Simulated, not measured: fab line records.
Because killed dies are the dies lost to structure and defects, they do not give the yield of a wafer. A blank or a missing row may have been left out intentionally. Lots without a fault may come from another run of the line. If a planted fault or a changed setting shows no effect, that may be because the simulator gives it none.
Split-lot trial    flow berkeleyCmos170    route with 331 steps; 5 lots, 23 wafers read

THE SPLIT ITSELF
At UCB170_M2_SPUTTER_01 (material Al, target thk 900 nm, time 120 s), the setting powerW was moved away from the recipe's 6000 W on 6 of the 23 wafers read, by -9.3% to +11.2%. For the rest of the wafers, this setting stayed at what the recipe calls for.

FROM THE SPLIT TO THE READING: what the file shows between them, 3 steps
- UCB170_M2_RS_MEAS_02: measures by four-point-probe
- UCB170_M2_THK_MEAS_03: measures by xrf
- UCB170_M2_COAT_10: resist thk 900 nm (also split here: resistThkNm)

THE READING
oesProductAu, in a.u., at UCB170_M2_METAL_ETCH_18 (etches Al in Cl2/BCl3, stops on SiO2, target depth 1170 nm, time 195 s). On this fab line, fault-free wafers typically give 0.852 a.u. with a standard deviation of 0.012 a.u.

wafer   tool, chamber at the split  powerW as run, W  against the recipe  oesProductAu, a.u.  against lot-mates on the recipe
L075.1  pvdSputter-02, -            6000              recipe              0.844               -
L075.2  pvdSputter-02, -            6000              recipe              0.863               -
L075.3  pvdSputter-02, -            6000              recipe              0.837               -
L075.4  pvdSputter-02, -            6000              recipe              0.870               -
L075.5  pvdSputter-02, -            6000              recipe              0.865               -
L079.1  pvdSputter-02, -            6000              recipe              0.844               -
L079.2  pvdSputter-02, -            6670              +11.2%              0.885               +0.038
L079.3  pvdSputter-02, -            6670              +11.2%              0.891               +0.044
L079.4  pvdSputter-02, -            6000              recipe              0.851               -
L079.6  pvdSputter-02, -            6670              +11.2%              0.892               +0.045
L080.2  pvdSputter-02, -            6000              recipe              0.868               -
L080.3  pvdSputter-02, -            6000              recipe              0.837               -
L080.4  pvdSputter-02, -            6000              recipe              0.868               -
L081.1  pvdSputter-04, -            6000              recipe              0.842               -
L081.3  pvdSputter-04, -            6000              recipe              0.851               -
L081.4  pvdSputter-04, -            6000              recipe              0.846               -
L081.5  pvdSputter-04, -            6000              recipe              0.842               -
L081.6  pvdSputter-04, -            6000              recipe              0.847               -
L082.1  pvdSputter-03, -            5442              -9.3%               0.784               -0.054
L082.2  pvdSputter-03, -            6000              recipe              0.840               -
L082.4  pvdSputter-03, -            5442              -9.3%               0.786               -0.052
L082.5  pvdSputter-03, -            6000              recipe              0.837               -
L082.6  pvdSputter-03, -            5442              -9.3%               0.786               -0.052

FIT RESULTS
A straight line over all 23 wafers: oesProductAu changes by +0.00497 a.u. for each +1% of powerW; r = +0.90; the points scatter about the line by 0.013 a.u.
The same after taking each lot's own level away (the mean of its wafers on the recipe; 23 wafers): +0.00458 a.u. for each +1%; r = +0.93; scatter 0.0098 a.u.
That fit puts the effect of the largest move of powerW on the reading at 0.051 a.u.
The span of the lots' own levels, 0.8385 to 0.8577 a.u., comes to 1.6 times the standard deviation stated above.
Consequently the slope shifts little with the lot-to-lot level, the two slopes agreeing.
Check: with one of the wafers moved furthest among these (+11.2%) left out of the fit, the line predicts +0.0518 a.u. for it against its lot-mates. Against them it came out at +0.0375 a.u.

OTHER SPLITS ON THESE WAFERS
Note: prior to the reading, these wafers also went through further splits. Each is held against what the fit with the lots' levels taken away leaves over:
other split on the same wafers  wafers away from the commonest value  r with oesProductAu (lot level and that fit taken away)
UCB170_M2_COAT_10 resistThkNm   7                                     +0.07

THE WHOLE CHAIN: every reading that the file lists as answering this split, in the file's order
step                     what it does                                                            reading                                                                     change (the file's fit)                    r (the file's)
UCB170_M2_SPUTTER_01     material Al, target thk 900 nm, time 120 s                              Al_of_M2_SPUTTER_01.thkNm (the simulator's own value, which no gauge read)  +8.95 nm for each +1% of the setting       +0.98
UCB170_M2_RS_MEAS_02     measures by four-point-probe                                            M2_AL_RS                                                                    -0.000319 for each +1% of the setting      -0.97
UCB170_M2_THK_MEAS_03    measures by xrf                                                         M2_AL_THK                                                                   +8.94 for each +1% of the setting          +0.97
UCB170_M2_METAL_ETCH_18  etches Al in Cl2/BCl3, stops on SiO2, target depth 1170 nm, time 195 s  oesProductAu                                                                +0.00457 a.u. for each +1% of the setting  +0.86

THE FILE'S OWN FIT
oesProductAu changes by +0.00457 a.u. for each +1% of powerW, r = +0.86.
